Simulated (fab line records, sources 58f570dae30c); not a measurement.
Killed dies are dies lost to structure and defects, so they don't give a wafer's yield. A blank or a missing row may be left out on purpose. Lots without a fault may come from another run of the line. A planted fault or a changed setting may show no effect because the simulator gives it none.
Tool commonality check | flow berkeley_cmos170 | 14 lots, 42 wafers sampled

WHY IT WAS OPENED
At UCB170_NWELL_THK_MEAS_02 the reading NWELL_OXIDE_THK is flagged on 2 of 14 lots. Wafers without a fault read 26.5 nm, standard deviation 0.44.
Rule: a lot is flagged when every wafer of it that has a number lies more than 4 standard deviations from that mean, or none has a number. The other lots count as sound.

lot  | measured    | on            | NWELL_OXIDE_THK (nm), wafer by wafer | flag
L527 | day 2 01:13 | film_metro-04 | 26.3 26.0 25.9                       |
L528 | day 2 01:14 | film_metro-01 | 26.7 26.3 26.7                       |
L529 | day 2 06:49 | film_metro-03 | 26.2 26.1 25.8                       |
L530 | day 2 15:31 | film_metro-03 | 26.2 26.0 25.7                       |
L531 | day 2 19:21 | film_metro-03 | 26.1 26.3 26.3                       |
L533 | day 3 02:08 | film_metro-04 | 26.6 26.9 26.7                       |
L534 | day 3 10:11 | film_metro-04 | 26.8 26.1 26.2                       |
L535 | day 3 14:47 | film_metro-03 | 27.3 27.4 26.7                       |
L537 | day 3 23:30 | film_metro-03 | 25.9 26.1 26.2                       |
L540 | day 4 15:23 | film_metro-04 | 41.6 41.0 41.2                       | FLAGGED
L541 | day 4 22:40 | film_metro-01 | 40.6 40.4 39.9                       | FLAGGED
L546 | day 5 20:00 | film_metro-03 | 25.6 26.3 26.0                       |
L547 | day 6 01:36 | film_metro-03 | 26.5 26.2 26.4                       |
L548 | day 6 10:43 | film_metro-04 | 26.6 27.1 26.6                       |
The numbers of the flagged lots are 40.8 nm on average: +14.3 nm against the usual, or +32 standard deviations.

WHICH TOOL RAN EACH LOT
The record holds 1 process step before the reading, out of a route of 331 steps. In each cell: the tool, then ch and the chambers that the sampled wafers went through, then the start.
lot  | flag    | UCB170_NWELL_OXIDATION_01
L527 |         | furnace-02 ch 0, day 1 23:52
L528 |         | furnace-02 ch 0, day 1 23:52
L529 |         | furnace-02 ch 0, day 2 05:28
L530 |         | furnace-01 ch 0, day 2 14:09
L531 |         | furnace-02 ch 0, day 2 17:59
L533 |         | furnace-02 ch 0, day 3 00:46
L534 |         | furnace-01 ch 0, day 3 08:50
L535 |         | furnace-03 ch 0, day 3 13:26
L537 |         | furnace-02 ch 0, day 3 22:08
L540 | FLAGGED | furnace-01 ch 0, day 4 11:20
L541 | FLAGGED | furnace-02 ch 0, day 4 18:38
L546 |         | furnace-02 ch 0, day 5 18:38
L547 |         | furnace-02 ch 0, day 6 00:15
L548 |         | furnace-02 ch 0, day 6 09:21
What these steps do:
- UCB170_NWELL_OXIDATION_01: target thk 26.4 nm, ox time 1260 s.
- UCB170_NWELL_THK_MEAS_02

FLAGGED OVER TOTAL, TOOL BY TOOL (the gauges that took the reading come last)
step                      | tool          | lots run | flagged | share of the flagged lots | sound lots run after its first flagged lot
UCB170_NWELL_OXIDATION_01 | furnace-01    | 3        | 1       | some                      | 0
UCB170_NWELL_OXIDATION_01 | furnace-02    | 10       | 1       | some                      | 3 (L546,L547,L548)
UCB170_NWELL_OXIDATION_01 | furnace-03    | 1        | 0       | none                      | -
UCB170_NWELL_THK_MEAS_02  | film_metro-01 | 2        | 1       | some                      | 0
UCB170_NWELL_THK_MEAS_02  | film_metro-03 | 7        | 0       | none                      | -
UCB170_NWELL_THK_MEAS_02  | film_metro-04 | 5        | 1       | some                      | 1 (L548)

WHAT THE TABLE ALLOWS
No row of the table ran every flagged lot.

WHAT THE SIMULATOR HAD PUT IN
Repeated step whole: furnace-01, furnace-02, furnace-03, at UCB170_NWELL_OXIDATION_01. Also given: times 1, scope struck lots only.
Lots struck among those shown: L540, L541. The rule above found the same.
